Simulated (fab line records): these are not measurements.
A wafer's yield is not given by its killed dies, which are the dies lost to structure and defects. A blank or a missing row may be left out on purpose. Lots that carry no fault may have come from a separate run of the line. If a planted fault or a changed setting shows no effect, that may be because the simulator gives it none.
Matching of chambers | flow rit_cmos | rie_si-02 running RIT_GATE_ETCH_19: 4 sister chambers
The step etches poly-Si in SF6/CHF3/O2, stops on SiO2, time 165 s, target depth 312.5 nm. 14 wafers are shown with their chamber, then 7 later ones without.

== WAFERS, EACH WITH ITS CHAMBER ==
wafer  | chamber | drypump_motor_current_A (A) | throttle_valve_pct (%) | oes_product_au (a.u.)
L996.1 | 3       | 4.9                         | 10.41                  | 0.832
L996.2 | 0       | 5.6                         | 10.04                  | 0.833
L996.4 | 1       | 5.5                         | 10.10                  | 0.826
L998.3 | 2       | 6.1                         | 10.10                  | 0.857
L998.5 | 0       | 5.6                         | 10.04                  | 0.846
L998.6 | 1       | 5.4                         | 10.10                  | 0.837
L100.1 | 2       | 6.0                         | 10.08                  | 0.850
L100.2 | 1       | 5.5                         | 10.10                  | 0.830
L100.4 | 0       | 5.6                         | 10.06                  | 0.842
L104.4 | 1       | 5.5                         | 10.09                  | 0.835
L104.5 | 1       | 5.5                         | 10.09                  | 0.829
L104.6 | 0       | 5.6                         | 10.05                  | 0.860
L109.1 | 3       | 4.9                         | 10.43                  | 0.836
L109.3 | 2       | 6.0                         | 10.10                  | 0.852

SIGNATURES (averages over the wafers above)
reading                 | chamber 0 | chamber 1 | chamber 2 | chamber 3 | scatter within a chamber
drypump_motor_current_A | 5.600     | 5.480     | 6.033     | 4.900     | 0.0383
throttle_valve_pct      | 10.0475   | 10.0960   | 10.0933   | 10.4200   | 0.00928
oes_product_au          | 0.84525   | 0.83140   | 0.85300   | 0.83400   | 0.00703
Rule: a wafer lies at a distance from a chamber equal to the root of the sum of squares, over the readings, of (its reading less the chamber's mean, divided by the reading's scatter). The wafer belongs to the nearest chamber; if the next one is less than 2 further off, it can't be placed. The scatter: the root of (the sum of the squares of (reading less its chamber's mean) over the shown wafers, divided by (wafers less chambers)).

== WAFERS WITHOUT THEIR CHAMBER ==
wafer  | drypump_motor_current_A (A) | throttle_valve_pct (%) | oes_product_au (a.u.)
L109.4 | 5.6                         | 10.05                  | 0.845
L114.2 | 4.9                         | 10.42                  | 0.816
L114.4 | 4.9                         | 10.43                  | 0.823
L114.5 | 5.4                         | 10.11                  | 0.822
L118.2 | 6.1                         | 10.09                  | 0.844
L118.4 | 4.9                         | 10.42                  | 0.829
L118.5 | 6.0                         | 10.08                  | 0.844

== CHAMBER TAKEN BY EACH ==
wafer  | from the rows above | in truth
L109.4 | 0                   | 0
L114.2 | 3                   | 3
L114.4 | 3                   | 3
L114.5 | 1                   | 1
L118.2 | 2                   | 2
L118.4 | 3                   | 3
L118.5 | 2                   | 2
7 of 7 placed correctly. From these rows, 0 cannot be placed. 0 placed wrongly.
